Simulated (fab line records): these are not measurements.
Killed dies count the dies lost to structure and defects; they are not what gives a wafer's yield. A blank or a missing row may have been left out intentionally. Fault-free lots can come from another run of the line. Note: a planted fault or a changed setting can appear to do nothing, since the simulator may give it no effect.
fab line records	flow rit-cmos
record: lots: 5	wafers: 15	last-day: 7
route steps=202 shown NLDD@111 PLDD@114 SPACER@125 NSD@131 PSD@142 M1@202
lots that met no fault: taken from a fault-free run of the same line
start-h: hours from the record's opening day to when the first of the lot's shown wafers began	wait-h: how many hours have passed since the lot's step before this one	" the same as in the row above	L1.1+2: a row that stands for several wafers	- value missing, or start not given	* or withheld: withheld	< > ~ a bound
route shown NAME@n: names a module that has steps shown in the file, with the first one's number in the route	usual: the fault-free wafers' mean and standard deviation	same: alike in all rows	chamber/n: place in a boat	sites: the reading at each site	_std_site: standard deviation of those values	_edge_site: mean of outer sites minus mean of inner sites	radius-mm: how far each site lies from the wafer's centre	mask NAME#n: copy n	behind: tool/chamber where the wafer was last shaped	hold: reason for holding the lot/hours on hold/outcome of the hold	device: transistor that didn't switch, given as n, p or np	end of line: tests run on the same wafers once the route is complete	a step given without rows: its recipe and nothing more	killed: dies that structure and defects cost at the first sort, which is not the same as the wafer's yield	map: the dies of a wafer, with x for killed, . for not killed, _ for no die there
set.NAME: the setting as run; set.NAME@STEP: as run at that earlier step	model.NAME: the simulator's own value behind a step, which no gauge read
lots at some steps of the route; a table a step, a row a wafer
services: when a tool's chamber went out of use (start-h, in hours from the record's first day, below 0 if earlier), for how many hours, and the reason
== steps ==
step: RIT_NLDD_IMPLANT_08
recipe: species: P	energy-kev: 20	dose-cm2: 5e+14	tilt-deg: 7
step: RIT_NLDD_STRIP_09
recipe: chemistry: O2	time-s: 180	resist: NOVOLAK	platen-temp-c: withheld	power-w: 500	pressure-mtorr: 4000	o2-flow-sccm: 4000
usual: drypump-motor-current-A: 5.91/0.27	o2-flow-sccm: 4000/12
lot.wafer	tool	chamber	start-h	wait-h	drypump-motor-current-A	o2-flow-sccm	rf-hours-counter-h
L136.2	plasma-asher-04	0	50.85	0.1	6.04	4003	37
L136.5	"	0	"	"	6.02	3994	-
L136.6	"	1	"	"	6.36	3999	-
L143.2	plasma-asher-01	0	86.06	0.1	5.64	3976	45
L143.3	"	1	"	"	5.68	3999	-
L143.4	"	0	"	"	5.65	3996	-
L151.3	plasma-asher-02	1	133.06	0.1	5.70	3993	-
L151.4	"	0	"	"	6.04	3994	-
L151.6	"	1	"	"	5.71	3959	-
L157.2	plasma-asher-01	1	159.28	0.1	5.68	4020	51
L157.3	"	1	"	"	5.71	3994	-
L157.4	"	0	"	"	5.62	4015	-
L158.3	plasma-asher-01	0	163.92	0.1	5.66	3999	-
L158.4	"	1	"	"	5.64	3991	-
L158.5	"	0	"	"	5.66	3993	-
step: RIT_NLDD_TW_MEAS_10
usual: NLDD_TW: 2472/25
lot.wafer	tool	chamber	start-h	wait-h	NLDD_TW
L136.2	film-metro-02	-	51.03	0.1	2470
L136.5	"	-	"	"	2458
L136.6	"	-	"	"	2475
L143.2	film-metro-02	-	86.24	0.1	2459
L143.3	"	-	"	"	2471
L143.4	"	-	"	"	2479
L151.3	film-metro-04	-	133.19	0.1	2502
L151.4	"	-	"	"	2498
L151.6	"	-	"	"	2510
L157.2	film-metro-02	-	159.47	0.1	2476
L157.3	"	-	"	"	2459
L157.4	"	-	"	"	2467
L158.3	film-metro-04	-	164.05	0.1	2508
L158.4	"	-	"	"	2513
L158.5	"	-	"	"	2498
step: RIT_PLDD_HMDS_00
recipe: prime-time-s: 60	prime-temp-c: 140
step: RIT_PLDD_COAT_01
recipe: resist: NOVOLAK	spin-rpm: 3193	resist-thk-nm: 1000
step: RIT_PLDD_SOFTBAKE_02
recipe: resist: NOVOLAK	temp-c: 90	time-s: 60
step: RIT_PLDD_EXPOSE_03
recipe: mask-id: M8	na: 0.57	target-cd-nm: 40900	dose-mj: 250
step: RIT_PLDD_PEB_04
recipe: resist: NOVOLAK	temp-c: withheld	time-s: withheld
step: RIT_PLDD_DEVELOP_05
recipe: resist: NOVOLAK	develop-time-s: 50	dev-temp-c: 23
step: RIT_PLDD_OVL_MEAS_06
usual: PLDD_OVL: -0.7/1.1
lot.wafer	tool	chamber	start-h	wait-h	PLDD_OVL[nm]
L136.2	overlay-02	-	52.14	-	0.0
L136.5	"	-	"	"	0.0
L136.6	"	-	"	"	-0.5
L143.2	overlay-01	-	87.27	-	-1.3
L143.3	"	-	"	"	-1.5
L143.4	"	-	"	"	-1.3
L151.3	overlay-01	-	134.10	-	-0.2
L151.4	"	-	"	"	0.8
L151.6	"	-	"	"	1.3
L157.2	overlay-01	-	160.69	-	-0.1
L157.3	"	-	"	"	-1.9
L157.4	"	-	"	"	-1.2
L158.3	overlay-01	-	164.95	-	-0.3
L158.4	"	-	"	"	-0.4
L158.5	"	-	"	"	-0.9
step: RIT_PLDD_HARDBAKE_07
recipe: resist: NOVOLAK	temp-c: 140	time-s: 60
step: RIT_PLDD_IMPLANT_08
recipe: species: BF2	energy-kev: 20	dose-cm2: 9e+14	tilt-deg: 7
step: RIT_PLDD_STRIP_09
recipe: chemistry: O2	time-s: 180	resist: NOVOLAK	platen-temp-c: withheld	power-w: 500	pressure-mtorr: 4000	o2-flow-sccm: 4000
usual: drypump-motor-current-A: 5.86/0.19	o2-flow-sccm: 3999/13
lot.wafer	tool	chamber	start-h	wait-h	drypump-motor-current-A	o2-flow-sccm	rf-hours-counter-h
L136.2	plasma-asher-01	1	52.47	0.1	5.66	3983	41
L136.5	"	0	"	"	5.66	3990	-
L136.6	"	1	"	"	5.67	3994	-
L143.2	plasma-asher-02	0	87.60	0.1	6.02	3983	44
L143.3	"	0	"	"	6.03	3990	-
L143.4	"	1	"	"	5.71	3989	-
L151.3	plasma-asher-02	0	134.48	0.1	6.04	3992	-
L151.4	"	1	"	"	5.69	3998	-
L151.6	"	1	"	"	5.70	4012	-
L157.2	plasma-asher-01	0	161.10	0.1	5.64	4011	51
L157.3	"	1	"	"	5.69	3983	-
L157.4	"	0	"	"	5.64	4020	-
L158.3	plasma-asher-03	0	165.34	0.1	6.15	3999	-
L158.4	"	1	"	"	5.96	4008	-
L158.5	"	0	"	"	6.17	4007	-
step: RIT_PLDD_TW_MEAS_10
usual: PLDD_TW: 2325/24
lot.wafer	tool	chamber	start-h	wait-h	PLDD_TW
L136.2	film-metro-01	-	52.65	0.1	2315
L136.5	"	-	"	"	2308
L136.6	"	-	"	"	2317
L143.2	film-metro-01	-	87.79	0.1	2301
L143.3	"	-	"	"	2308
L143.4	"	-	"	"	2303
L151.3	film-metro-01	-	134.61	0.1	2304
L151.4	"	-	"	"	2317
L151.6	"	-	"	"	2309
L157.2	film-metro-01	-	161.29	0.1	2337
L157.3	"	-	"	"	2331
L157.4	"	-	"	"	2333
L158.3	film-metro-01	-	165.47	0.1	2325
L158.4	"	-	"	"	2338
L158.5	"	-	"	"	2332
step: RIT_SPACER_CLEAN_00
recipe: chemistry: SC1	mix: 3:3:50	time-s: 600	temp-c: 75
step: RIT_SPACER_CLEAN_01
recipe: chemistry: dHF	dilution: 50:1	time-s: 30
step: RIT_SPACER_CLEAN_02
recipe: chemistry: SC2	mix: 3:3:50	time-s: 600	temp-c: 75	dry: n2-spin
step: RIT_SPACER_CVD_03
recipe: material: Si3N4	target-thk-nm: 250	temp-c: 810	precursor: SiH2Cl2/NH3	time-s: 3300	pressure-mtorr: 300	sih2cl2-flow-sccm: 60	nh3-flow-sccm: 150
step: RIT_SPACER_THK_MEAS_04
recipe: reads: Si3N4_of_SPACER_CVD_03
usual: SPACER_NITRIDE_THK: 250.4/2.5
lot.wafer	tool	chamber	start-h	wait-h	SPACER_NITRIDE_THK[nm]
L136.2	film-metro-03	-	55.03	0.0	246.6
L136.5	"	-	"	"	244.5
L136.6	"	-	"	"	244.7
L143.2	film-metro-02	-	90.70	0.0	245.8
L143.3	"	-	"	"	245.6
L143.4	"	-	"	"	247.5
L151.3	film-metro-03	-	136.96	0.0	250.3
L151.4	"	-	"	"	249.3
L151.6	"	-	"	"	253.3
L157.2	film-metro-01	-	163.66	0.0	250.0
L157.3	"	-	"	"	251.8
L157.4	"	-	"	"	249.5
L158.3	film-metro-01	-	167.85	0.0	250.9
L158.4	"	-	"	"	251.9
L158.5	"	-	"	"	251.2
step: RIT_SPACER_ETCHBACK_05
recipe: target-depth-a: 2500	SF6_flow_sccm: 30	CHF3_flow_sccm: 30	target: Si3N4	chemistry: SF6/CHF3	pressure-mtorr: 40	rf-w: 250	time-s: 246.9	stop-on: SiO2
usual: drypump-motor-current-A: 5.80/0.28	oes-product-au: 0.845/0.015	throttle-valve-pct: 10.28/0.17
lot.wafer	tool	chamber	start-h	wait-h	drypump-motor-current-A	oes-product-au	rf-hours-counter-h	throttle-valve-pct
L136.2	rie-diel-03	2	55.08	0.0	6.41	0.817	150	10.13
L136.5	"	1	"	"	5.94	0.830	-	10.46
L136.6	"	3	"	"	6.07	0.839	-	10.38
L143.2	rie-diel-03	2	90.75	0.0	6.41	0.819	150	10.12
L143.3	"	1	"	"	5.94	0.832	133	10.45
L143.4	"	0	"	"	5.83	0.817	100	10.56
L151.3	rie-diel-01	1	137.00	0.0	5.85	0.841	6	10.38
L151.4	"	2	"	"	5.52	0.851	123	10.36
L151.6	"	2	"	"	5.47	0.854	-	10.38
L157.2	rie-diel-03	0	163.71	0.0	5.82	0.820	101	10.55
L157.3	"	3	"	"	6.08	0.852	4	10.40
L157.4	"	3	"	"	6.08	0.839	-	10.40
L158.3	rie-diel-01	3	167.89	0.0	5.96	0.851	88	10.07
L158.4	"	2	"	"	5.48	0.854	124	10.37
L158.5	"	0	"	"	5.83	0.867	-	10.10
step: RIT_NSD_HMDS_00
recipe: prime-time-s: 60	prime-temp-c: 140
step: RIT_NSD_COAT_01
recipe: resist: NOVOLAK	spin-rpm: 3250	resist-thk-nm: 1000
step: RIT_NSD_SOFTBAKE_02
recipe: resist: NOVOLAK	temp-c: 90	time-s: 60
step: RIT_NSD_EXPOSE_03
recipe: mask-id: M9	na: 0.57	target-cd-nm: 40700	dose-mj: 250
step: RIT_NSD_PEB_04
recipe: resist: NOVOLAK	temp-c: withheld	time-s: withheld
step: RIT_NSD_DEVELOP_05
recipe: resist: NOVOLAK	develop-time-s: 50	dev-temp-c: 23
step: RIT_NSD_OVL_MEAS_06
usual: NSD_OVL: 0.4/1.5
lot.wafer	tool	chamber	start-h	wait-h	NSD_OVL[nm]
L136.2	overlay-02	-	56.09	-	3.0
L136.5	"	-	"	"	2.4
L136.6	"	-	"	"	0.9
L143.2	overlay-01	-	91.75	-	-0.2
L143.3	"	-	"	"	-1.5
L143.4	"	-	"	"	-1.2
L151.3	overlay-01	-	138.14	-	-1.0
L151.4	"	-	"	"	0.4
L151.6	"	-	"	"	0.0
L157.2	overlay-02	-	164.72	-	3.9
L157.3	"	-	"	"	2.3
L157.4	"	-	"	"	2.9
L158.3	overlay-01	-	168.90	-	3.0
L158.4	"	-	"	"	2.5
L158.5	"	-	"	"	2.7
step: RIT_NSD_HARDBAKE_07
recipe: resist: NOVOLAK	temp-c: 140	time-s: 60
step: RIT_NSD_IMPLANT_08
recipe: species: P	energy-kev: 25	dose-cm2: 1e+15	tilt-deg: 7
step: RIT_NSD_STRIP_09
recipe: chemistry: O2	time-s: 180	resist: NOVOLAK	platen-temp-c: withheld	power-w: 500	pressure-mtorr: 4000	o2-flow-sccm: 4000
usual: drypump-motor-current-A: 6.06/0.25	o2-flow-sccm: 3998/12
lot.wafer	tool	chamber	start-h	wait-h	drypump-motor-current-A	o2-flow-sccm	rf-hours-counter-h
L136.2	plasma-asher-04	0	56.42	0.1	6.05	3998	38
L136.5	"	0	"	"	6.04	4002	-
L136.6	"	1	"	"	6.41	3990	-
L143.2	plasma-asher-04	0	92.08	0.1	6.06	4000	42
L143.3	"	0	"	"	6.05	3986	-
L143.4	"	1	"	"	6.40	4001	-
L151.3	plasma-asher-01	0	138.52	0.1	5.67	4000	-
L151.4	"	1	"	"	5.69	4015	-
L151.6	"	0	"	"	5.66	3962	-
L157.2	plasma-asher-04	0	165.05	0.1	6.00	3987	50
L157.3	"	0	"	"	6.02	3991	-
L157.4	"	1	"	"	6.42	4000	-
L158.3	plasma-asher-04	0	169.28	0.1	6.07	3991	-
L158.4	"	1	"	"	6.41	3996	-
L158.5	"	1	"	"	6.37	3970	-
step: RIT_NSD_TW_MEAS_10
usual: NSD_TW: 3101/31
lot.wafer	tool	chamber	start-h	wait-h	NSD_TW
L136.2	film-metro-02	-	56.60	0.1	3122
L136.5	"	-	"	"	3103
L136.6	"	-	"	"	3106
L143.2	film-metro-01	-	92.27	0.1	3077
L143.3	"	-	"	"	3058
L143.4	"	-	"	"	3051
L151.3	film-metro-02	-	138.66	0.1	3107
L151.4	"	-	"	"	3082
L151.6	"	-	"	"	3090
L157.2	film-metro-02	-	165.23	0.1	3083
L157.3	"	-	"	"	3094
L157.4	"	-	"	"	3083
L158.3	film-metro-04	-	169.42	0.1	3152
L158.4	"	-	"	"	3149
L158.5	"	-	"	"	3146
step: RIT_PSD_HMDS_00
recipe: prime-time-s: 60	prime-temp-c: 140
step: RIT_PSD_COAT_01
recipe: resist: NOVOLAK	spin-rpm: 3250	resist-thk-nm: 1000
step: RIT_PSD_SOFTBAKE_02
recipe: resist: NOVOLAK	temp-c: 90	time-s: 60
step: RIT_PSD_EXPOSE_03
recipe: mask-id: M10	na: 0.57	target-cd-nm: 40900	dose-mj: 250
step: RIT_PSD_PEB_04
recipe: resist: NOVOLAK	temp-c: withheld	time-s: withheld
step: RIT_PSD_DEVELOP_05
recipe: resist: NOVOLAK	develop-time-s: 51.19	dev-temp-c: 23
step: RIT_PSD_OVL_MEAS_06
usual: PSD_OVL: -1.1/1.5
lot.wafer	tool	chamber	start-h	wait-h	PSD_OVL[nm]
L136.2	overlay-01	-	57.62	-	-0.6
L136.5	"	-	"	"	-0.7
L136.6	"	-	"	"	0.4
L143.2	overlay-02	-	93.18	-	-1.0
L143.3	"	-	"	"	-1.3
L143.4	"	-	"	"	0.3
L151.3	overlay-01	-	139.68	-	-2.6
L151.4	"	-	"	"	-3.5
L151.6	"	-	"	"	-2.4
L157.2	overlay-01	-	166.14	-	-3.3
L157.3	"	-	"	"	-3.7
L157.4	"	-	"	"	-4.3
L158.3	overlay-02	-	170.32	-	-1.6
L158.4	"	-	"	"	-1.9
L158.5	"	-	"	"	-2.7
step: RIT_PSD_HARDBAKE_07
recipe: resist: NOVOLAK	temp-c: 140	time-s: 60
step: RIT_PSD_IMPLANT_08
recipe: species: BF2	energy-kev: 27	dose-cm2: 5e+15	tilt-deg: 7
step: RIT_PSD_STRIP_09
recipe: chemistry: O2	time-s: 180	resist: NOVOLAK	platen-temp-c: withheld	power-w: 500	pressure-mtorr: 4000	o2-flow-sccm: 4000
usual: drypump-motor-current-A: 6.03/0.19	o2-flow-sccm: 4002/12
lot.wafer	tool	chamber	start-h	wait-h	drypump-motor-current-A	o2-flow-sccm	rf-hours-counter-h
L136.2	plasma-asher-04	0	57.95	0.1	6.04	3985	38
L136.5	"	1	"	"	6.43	4002	-
L136.6	"	0	"	"	6.04	4003	-
L143.2	plasma-asher-02	1	93.51	0.1	5.70	4008	45
L143.3	"	0	"	"	6.06	3997	-
L143.4	"	1	"	"	5.69	4012	-
L151.3	plasma-asher-02	1	140.06	0.1	5.74	3993	-
L151.4	"	0	"	"	6.04	4013	-
L151.6	"	1	"	"	5.73	4023	-
L157.2	plasma-asher-03	1	166.47	0.1	5.98	4004	40
L157.3	"	1	"	"	5.96	4010	-
L157.4	"	0	"	"	6.17	4041	-
L158.3	plasma-asher-03	0	170.70	0.1	6.15	3997	-
L158.4	"	1	"	"	5.93	4005	-
L158.5	"	1	"	"	5.95	4010	-
step: RIT_PSD_TW_MEAS_10
usual: PSD_TW: 3413/31
lot.wafer	tool	chamber	start-h	wait-h	PSD_TW
L136.2	film-metro-04	-	58.13	0.1	3422
L136.5	"	-	"	"	3435
L136.6	"	-	"	"	3426
L143.2	film-metro-02	-	93.69	0.1	3403
L143.3	"	-	"	"	3407
L143.4	"	-	"	"	3395
L151.3	film-metro-04	-	140.20	0.1	3440
L151.4	"	-	"	"	3456
L151.6	"	-	"	"	3443
L157.2	film-metro-04	-	166.66	0.1	3449
L157.3	"	-	"	"	3441
L157.4	"	-	"	"	3433
L158.3	film-metro-02	-	170.84	0.1	3427
L158.4	"	-	"	"	3414
L158.5	"	-	"	"	3421
step: RIT_M1_PROBE_99
usual: killed-at-front-end: 6.6/2.8	killed-dies: 6.6/2.8	killed-open: 3.3/1.9	killed-short: 3.2/1.8
same: gross-dies: 264	killed_at_M0_to_M3: 0	killed_at_M4_up: 0	killed-at-back-side: 0	killed-at-contacts: 0	killed-at-other: 0
lot.wafer	tool	chamber	start-h	wait-h	killed-at-front-end	killed-dies	killed-open	killed-short
L136.2	prober-01	-	66.63	0.1	6	6	4	2
L136.5	prober-01	-	66.78	0.2	4	4	0	3
L136.6	prober-01	-	66.83	0.2	8	8	4	4
L143.2	prober-02	-	102.87	0.1	1	1	0	1
L143.3	prober-02	-	102.92	0.2	5	5	4	1
L143.4	prober-02	-	102.97	0.2	10	10	5	5
L151.3	prober-02	-	148.31	0.2	44	44	2	0
L151.4	prober-02	-	148.36	0.2	5	5	2	3
L151.6	prober-02	-	148.46	0.2	7	7	2	5
L157.2	prober-02	-	174.80	0.1	4	4	2	2
L157.3	prober-02	-	174.85	0.2	8	8	7	1
L157.4	prober-02	-	174.90	0.2	4	4	2	2
L158.3	prober-01	-	179.04	0.2	8	8	3	5
L158.4	prober-01	-	179.09	0.2	8	8	5	3
L158.5	prober-01	-	179.14	0.2	5	5	2	3
killed by level:class
L136.2 GATE:geometric-particle:open=3 FOX2:geometric-particle:short=1 REOX:geometric-particle:short=1 SPACER:geometric-particle:open=1
L136.5 FOX1:geometric-particle:short=1 GATE:geometric-particle:short=1 REOX:geometric-particle:short=1 GATE:coat-microbubble-printed=1
L136.6 GATE:geometric-particle:open=3 FOX2:geometric-particle:short=1 GATE:geometric-particle:short=1 REOX:geometric-particle:short=1 SPACER:geometric-particle:short=1 SILICIDE:geometric-particle:open=1
L143.2 GATE:geometric-particle:short=1
L143.3 FOX1:geometric-particle:open=3 FOX2:geometric-particle:short=1 GATE:geometric-particle:open=1
L143.4 SPACER:geometric-particle:short=3 SPACER:geometric-particle:open=3 FOX1:geometric-particle:short=1 GATE:geometric-particle:open=1 GATE:geometric-particle:short=1 SILICIDE:geometric-particle:open=1
L151.3 PLDD:unspecified=42 FOX1:geometric-particle:open=1 GATE:geometric-particle:open=1
L151.4 SILICIDE:geometric-particle:short=2 FOX1:geometric-particle:short=1 FOX1:geometric-particle:open=1 REOX:geometric-particle:open=1
L151.6 GATE:geometric-particle:short=3 SILICIDE:geometric-particle:short=2 GATE:geometric-particle:open=1 REOX:geometric-particle:open=1
L157.2 GATE:geometric-particle:open=2 GATE:geometric-particle:short=1 SILICIDE:geometric-particle:short=1
L157.3 GATE:geometric-particle:open=3 SILICIDE:geometric-particle:open=2 FOX1:geometric-particle:open=1 REOX:geometric-particle:open=1 REOX:geometric-particle:short=1
L157.4 FOX1:geometric-particle:short=1 GATE:geometric-particle:short=1 GATE:geometric-particle:open=1 SPACER:geometric-particle:open=1
L158.3 FOX1:geometric-particle:short=2 SPACER:geometric-particle:open=2 SILICIDE:geometric-particle:short=2 GATE:geometric-particle:open=1 SPACER:geometric-particle:short=1
L158.4 FOX2:geometric-particle:open=2 GATE:geometric-particle:open=2 FOX1:geometric-particle:short=1 FOX2:geometric-particle:short=1 SPACER:geometric-particle:open=1 SPACER:geometric-particle:short=1
L158.5 SPACER:geometric-particle:short=2 FOX2:geometric-particle:open=1 GATE:geometric-particle:short=1 SILICIDE:geometric-particle:open=1
map L151.3 (x killed, . not)
________......x_______
_____.............____
____....x..........___
___.................__
__..................._
__..................._
_.......x..xxxxx......
_........xxxxxxxx.....
_........xxxxxxxx.....
_........xxxxxxxxx....
__.......xxxxxx......_
__.......x.xx..x....._
___.........x.......__
____...............___
_____.............____
________......._______
map L143.4 (x killed, . not)
________......._______
_____...x........x____
____...............___
___x...........x....__
__..................._
__..................._
_...........x.........
_.............x....x..
_........x............
_.....................
__..................._
__..................x_
___.................__
____........x......___
_____.............____
________......._______
== services ==
tool	chamber	start-h	hours	kind
rie-diel-03	0	33.92	22.8	repair
plasma-asher-02	-	47.67	6.0	repair
plasma-asher-03	-	57.27	5.9	repair
rie-diel-01	-	60.43	1.9	repair
plasma-asher-02	-	77.79	6.2	repair
rie-diel-03	-	101.04	41.0	repair
plasma-asher-01	-	105.85	1.3	repair
plasma-asher-01	-	108.39	19.9	repair
plasma-asher-02	-	108.75	9.0	pm
plasma-asher-02	0	108.75	9.0	vent-cycle
plasma-asher-02	1	108.75	9.0	vent-cycle
plasma-asher-02	0	117.75	-	clean
plasma-asher-02	1	117.75	-	clean
rie-diel-01	3	123.45	7.3	repair
rie-diel-03	0	136.82	14.8	repair
rie-diel-03	2	151.58	-	clean
rie-diel-03	2	151.58	19.4	scheduled-down
rie-diel-03	2	151.58	19.4	vent-cycle
rie-diel-01	-	170.59	2.8	pm
== key ==
first-sign: step: RIT_M1_PROBE_99	reading: killed-at-front-end	direction: up	sigmas: 13	usual: 6.6	struck: 44
effect: step: RIT_M1_PROBE_99	reading: killed-dies	direction: up	sigmas: 13	usual: 6.6	struck: 44
met-at RIT_PLDD_STRIP_09
struck-wafers L151.3
tester-left-out L151
onset-between 87.60 134.48
fault: kind: chamber-particle-source	tool: plasma-asher-02	chamber: 0	onset-h: 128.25	steps: RIT_PLDD_STRIP_09	rate-per-visit-cm2: 2.0055	end-h: 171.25
tester-left-out: of these lots the tester's yield and bins aren't shown, on N5 and GAA mostly nor the transistor test; their killed dies are dies lost to structure and defects alone, not to doping, threshold or leakage, so they don't give the yield
